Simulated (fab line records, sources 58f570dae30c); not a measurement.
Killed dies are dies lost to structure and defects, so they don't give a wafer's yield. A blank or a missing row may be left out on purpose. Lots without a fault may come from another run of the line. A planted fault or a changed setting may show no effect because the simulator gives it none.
A struck lot beside a sound one | flow berkeley_cmos170 | 16 steps out of a route of 331
Sound: wafers L607.3, L607.4, L607.6. Struck: wafer L615.1. (L615.2, L615.5 of the same lot were not struck and are left out.) The cause comes at the end.
At each step with rows: each side's tool, then ch and its chambers, then its first start. Under that, the readings that differ: sound wafers | struck wafers | difference of the means | sigmas: that difference in standard deviations of wafers without a fault.
alike: readings whose means differ by less than 2 such deviations, and words and numbers that are the same on both sides. not compared: withheld readings, readings that some wafer has no value for, bounds like >300 that may hide the same value, and numbers for which the record gives no deviation and whose values overlap.
The two part at a step that has a row with sigmas, a row that says differs or no value, or rows on one side only. Numbers that don't overlap but have no deviation are shown without sigmas and don't part them. A reading that every wafer of one side lacks parts them only if that side has two wafers or more.

UCB170_V2_CMP_02: polishes SiO2.
  sound on cmp-01 ch 0,1,2, day 12 03:03; struck on cmp-02 ch 2, day 12 22:35
  reading             | sound          | struck | difference | sigmas
  motor_current_A (A) | 15.5 16.6 18.7 | 20.7   | +3.8       | +2
  alike: slurry_filter_dp_kPa
UCB170_V2_BOW_MEAS_03:
  sound on film_metro-02, day 12 03:20; struck on film_metro-03, day 12 22:53
  alike: V2_BOW
UCB170_V2_THK_MEAS_04:
  sound on film_metro-02, day 12 03:26; struck on film_metro-03, day 12 23:01
  alike: V2_POLISHED_THK
then, 7 steps without rows for these wafers: UCB170_V2_CLEAN_05 (cleans in DIW); UCB170_V2_HMDS_06 (prime time 60 s); UCB170_V2_COAT_07 (resist thk 900 nm); UCB170_V2_SOFTBAKE_08 (time 60 s); UCB170_V2_EXPOSE_09 (exposes mask VIA2, target cd 700 nm); UCB170_V2_PEB_10; UCB170_V2_DEVELOP_11 (develop time 45 s).
UCB170_V2_CD_MEAS_12: target cd 700 nm.
  sound on cd_sem-01, day 12 05:00; struck on cd_sem-02, day 13 00:29
  alike: cd_nm
UCB170_V2_OVL_MEAS_13:
  sound on overlay-02, day 12 05:05; struck on overlay-02, day 13 00:36
  alike: V2_OVL
UCB170_V2_ETCH_14: etches SiO2 in CHF3/CF4/Ar, stops on Al, target depth 1250 nm, time 300.3 s.
  sound on rie_diel-04 ch 0,1, day 12 05:07; struck on rie_diel-04 ch 1, day 13 00:38
  reading                             | sound             | struck  | difference | sigmas
  oes_product_au (a.u.)               | 0.874 0.883 0.882 | 0.789   | -0.091     | -8
  over_etch_frac                      | 0.25 0.25 0.25    | 0.54771 | +0.29771   |
  model.KrF_of_V2_COAT_07.thk_nm (nm) | 597.1 595.7 592.7 | 529.3   | -65.9      |
  model.V2.feature_depth_nm (nm)      | 1000 1001 1001    | 1008    | +7         |
  alike: drypump_motor_current_A, throttle_valve_pct
  not compared: rf_hours_counter_h
UCB170_V2_STRIP_15: strips in O2.
  sound on plasma_asher-03 ch 0,1, day 12 05:20; struck on plasma_asher-02 ch 1, day 13 00:49
  reading                      | sound             | struck | difference                   | sigmas
  drypump_motor_current_A (A)  | 6.0 6.8 6.8       | 5.3    | -1.2                         | -2
  rf_hours_counter_h (h)       | - - -             | 56     | no value on the sound wafers |
  strip_time_to_endpoint_s (s) | 14.98 14.98 14.89 | 13.41  | -1.54                        | -11
  alike: oes_product_au
UCB170_V2_CD_MEAS_90: target cd 700 nm.
  sound on cd_sem-02, day 12 05:26; struck on cd_sem-01, day 13 00:55
  alike: cd_nm
UCB170_M3_PROBE_99:
  the record has rows for the struck wafers here (prober-01, day 13 06:59) and none for the sound ones

WHERE THEY PART
First at UCB170_V2_CMP_02; last, within this record, at UCB170_M3_PROBE_99.

WHY: what the simulator had put in
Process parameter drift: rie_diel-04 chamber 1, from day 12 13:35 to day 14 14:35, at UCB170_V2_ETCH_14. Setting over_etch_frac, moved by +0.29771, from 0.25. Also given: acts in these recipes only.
